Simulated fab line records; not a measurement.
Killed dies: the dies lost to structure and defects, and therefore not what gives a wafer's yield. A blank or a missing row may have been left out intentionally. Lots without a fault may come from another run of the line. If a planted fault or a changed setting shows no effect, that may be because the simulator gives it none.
The tool behind it: which one? :: flow ritCmos :: 14 lots, 42 wafers sampled, at 2 steps of a route of 202

== WHAT THE GAUGES SHOWED, per wafer ==
RIT_ACTIVE_BOW_MEAS_00.
lot: L237
measured: day 1 10:01
on: filmMetro-03
INCOMING_BOW (um): 9 -7 0

lot: L238
measured: day 1 15:01
on: filmMetro-02
INCOMING_BOW (um): 2 0 -8

lot: L239
measured: day 1 20:00
on: filmMetro-02
INCOMING_BOW (um): 0 -5 7

lot: L240
measured: day 2 01:01
on: filmMetro-04
INCOMING_BOW (um): -5 0 -6

lot: L241
measured: day 2 06:00
on: filmMetro-04
INCOMING_BOW (um): 7 2 5

lot: L242
measured: day 2 11:01
on: filmMetro-03
INCOMING_BOW (um): 10 13 4

lot: L243
measured: day 2 16:00
on: filmMetro-04
INCOMING_BOW (um): 4 1 -2

lot: L244
measured: day 2 21:01
on: filmMetro-04
INCOMING_BOW (um): 9 4 2

lot: L245
measured: day 3 02:00
on: filmMetro-02
INCOMING_BOW (um): -11 6 8

lot: L246
measured: day 3 07:01
on: filmMetro-04
INCOMING_BOW (um): 5 7 5

lot: L247
measured: day 3 12:00
on: filmMetro-04
INCOMING_BOW (um): -5 5 7

lot: L250
measured: day 4 03:02
on: filmMetro-02
INCOMING_BOW (um): -4 9 12

lot: L257
measured: day 5 14:00
on: filmMetro-04
INCOMING_BOW (um): -7 -3 12

lot: L258
measured: day 5 19:00
on: filmMetro-04
INCOMING_BOW (um): 1 -6 -9

RIT_NSD_OVL_MEAS_06.
lot: L237
measured: day 3 02:43
on: overlay-02
NSD_OVL (nm): 2.2 -0.9 -0.3

lot: L238
measured: day 3 08:31
on: overlay-02
NSD_OVL (nm): 3.1 2.7 1.5

lot: L239
measured: day 3 10:25
on: overlay-01
NSD_OVL (nm): 2.6 0.4 0.0

lot: L240
measured: day 3 14:43
on: overlay-02
NSD_OVL (nm): -1.4 -0.4 -1.1

lot: L241
measured: day 3 21:55
on: overlay-01
NSD_OVL (nm): 0.1 -0.3 1.0

lot: L242
measured: day 4 04:32
on: overlay-01
NSD_OVL (nm): 0.1 1.1 1.5

lot: L243
measured: day 4 06:42
on: overlay-01
NSD_OVL (nm): -0.9 -0.5 -1.0

lot: L244
measured: day 4 16:09
on: overlay-01
NSD_OVL (nm): -1.0 -0.2 0.8

lot: L245
measured: day 4 19:52
on: overlay-02
NSD_OVL (nm): -1.2 -1.3 -1.3

lot: L246
measured: day 5 03:19
on: overlay-01
NSD_OVL (nm): 1.7 1.2 -0.3

lot: L247
measured: day 5 08:17
on: overlay-01
NSD_OVL (nm): 1.3 -0.3 1.2

lot: L250
measured: day 5 21:04
on: overlay-01
NSD_OVL (nm): 1.2 1.7 1.7

lot: L257
measured: day 7 07:00
on: overlay-01
NSD_OVL (nm): -0.5 0.3 0.8

lot: L258
measured: day 7 11:32
on: overlay-01
NSD_OVL (nm): 1.3 1.4 0.8

== TOOL THAT RAN EACH LOT (tool first, then ch and the chambers of the sampled wafers, then the start) ==
Before these readings, the record contains no process step.

== WHAT THE TOOLS THEMSELVES READ (means of the sampled wafers that have a number; where no wafer has one, the mark that the record gives instead) ==
The record holds no such reading with a usual standard deviation.

== THE ANSWER, worked out from the rows above alone ==
Rule: what is usual is taken from the lots themselves. Put in order of their means at a reading, lots are off if they are a third of the lots or fewer, leave a main group of 4 or more, and stand apart from it by a gap of 3 or more times the standard deviation of the main group's means; of several such gaps the widest counts. A main group is skipped when, at the precision printed for the reading in the tables above, its means are all equal. Also off: a lot with no number at a reading for which 4 or more lots have one. The other lots that the step has rows for count as sound. First the gauges in route order, then the tools' own readings, where a lot's mean is used as printed above. The first step at which some lot is off is used, and at that step the reading that is off furthest; a lot without a number counts as furthest.
Across all readings shown, no lot is off: no conclusion can be drawn from this.

== WHAT THE SIMULATOR HAD PUT IN ==
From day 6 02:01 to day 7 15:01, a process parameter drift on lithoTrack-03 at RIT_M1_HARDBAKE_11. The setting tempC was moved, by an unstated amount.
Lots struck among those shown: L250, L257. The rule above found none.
